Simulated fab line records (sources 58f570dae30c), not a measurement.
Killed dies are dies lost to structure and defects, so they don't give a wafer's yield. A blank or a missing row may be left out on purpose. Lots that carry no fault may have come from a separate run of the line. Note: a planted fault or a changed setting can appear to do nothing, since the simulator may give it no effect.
Which tool was responsible? | flow berkeleyCmos170 | 7 lots, 21 wafers sampled, at 4 steps of a route of 331

WHAT THE GAUGES READ, wafer by wafer
UCB170_ACTIVE_THK_MEAS_06.
lot  | measured    | on           | ACTIVE_NITRIDE_THK (nm)
L153 | day 4 02:10 | filmMetro-02 | 216.6 218.4 217.9
L157 | day 5 04:16 | filmMetro-03 | 219.2 218.5 219.1
L159 | day 5 04:18 | filmMetro-02 | 218.5 218.9 217.8
L161 | day 6 02:01 | filmMetro-04 | 217.9 217.2 216.8
L164 | day 6 12:41 | filmMetro-03 | 219.5 218.9 219.9
L172 | day 8 06:58 | filmMetro-04 | 205.1 207.8 205.8
L175 | day 8 14:26 | filmMetro-04 | 216.6 216.9 216.7

TOOL THAT RAN EACH LOT (tool first, then ch and the chambers of the sampled wafers, then the start)
lot  | UCB170_ZERO_ETCH_06              | UCB170_PWELL_ETCH_14             | UCB170_ACTIVE_CVD_05
L153 | rieDiel-03 ch 1,2, day 2 01:02   | rieDiel-03 ch 1,2,3, day 3 04:19 | lpcvd-02 ch 1, day 4 00:14
L157 | rieDiel-02 ch 2,3, day 2 21:20   | rieDiel-01 ch 1,2,3, day 4 00:44 | lpcvd-02 ch 1, day 5 02:20
L159 | rieDiel-01 ch 0,3, day 3 04:05   | rieDiel-04 ch 0,1,3, day 4 03:01 | lpcvd-02 ch 1, day 5 02:20
L161 | rieDiel-01 ch 0,2,3, day 3 15:19 | rieDiel-04 ch 1,2, day 5 02:58   | lpcvd-02 ch 0, day 6 00:05
L164 | rieDiel-02 ch 0,3, day 4 07:13   | rieDiel-03 ch 1,3, day 5 10:31   | lpcvd-01 ch 1, day 6 10:46
L172 | rieDiel-01 ch 0,1,2, day 5 21:46 | rieDiel-01 ch 0,1,3, day 7 03:48 | lpcvd-02 ch 0, day 8 05:03
L175 | rieDiel-02 ch 1,2,3, day 6 13:05 | rieDiel-01 ch 0,3, day 7 14:26   | lpcvd-01 ch 1, day 8 12:32
- UCB170_ZERO_ETCH_06: etches SiO2 in CHF3/CF4/Ar, time 12 s.
- UCB170_PWELL_ETCH_14: etches Si3N4 in CH3F/Ar/O2, stops on SiO2, target depth 242 nm, time 151 s.
- UCB170_ACTIVE_CVD_05: deposits Si3N4 from SiH2Cl2/NH3, target thk 220 nm, time 3300 s.

THE ANSWER, worked out from the rows above alone
Rule: usual is defined by the lots themselves. The widest of any qualifying gaps counts: lots, ordered by their means at a reading, are off when they make up no more than a third of the lots, leave a main group of 4 or more, and stand apart from it by 3 or more times the standard deviation of that group's means. A main group is skipped when, at the precision printed for the reading in the tables above, its means are all equal. Also off: a lot with no number at a reading for which 4 or more lots have one. All remaining lots with rows at the step are treated as sound.
Off: L172, at UCB170_ACTIVE_THK_MEAS_06 (ACTIVE_NITRIDE_THK). For the main group the mean is 218.1 nm and the standard deviation 0.94.
If a tool, at a process step before that reading, ran all the lots that are off and no sound lot after the first of them, it fits. Those tools and the gauges at UCB170_ACTIVE_THK_MEAS_06 are tried in the same way. 2 tools fit, rieDiel-01 at UCB170_ZERO_ETCH_06 and lpcvd-02 at UCB170_ACTIVE_CVD_05, so this cannot tell which one it is.

WHAT THE SIMULATOR HAD INSERTED
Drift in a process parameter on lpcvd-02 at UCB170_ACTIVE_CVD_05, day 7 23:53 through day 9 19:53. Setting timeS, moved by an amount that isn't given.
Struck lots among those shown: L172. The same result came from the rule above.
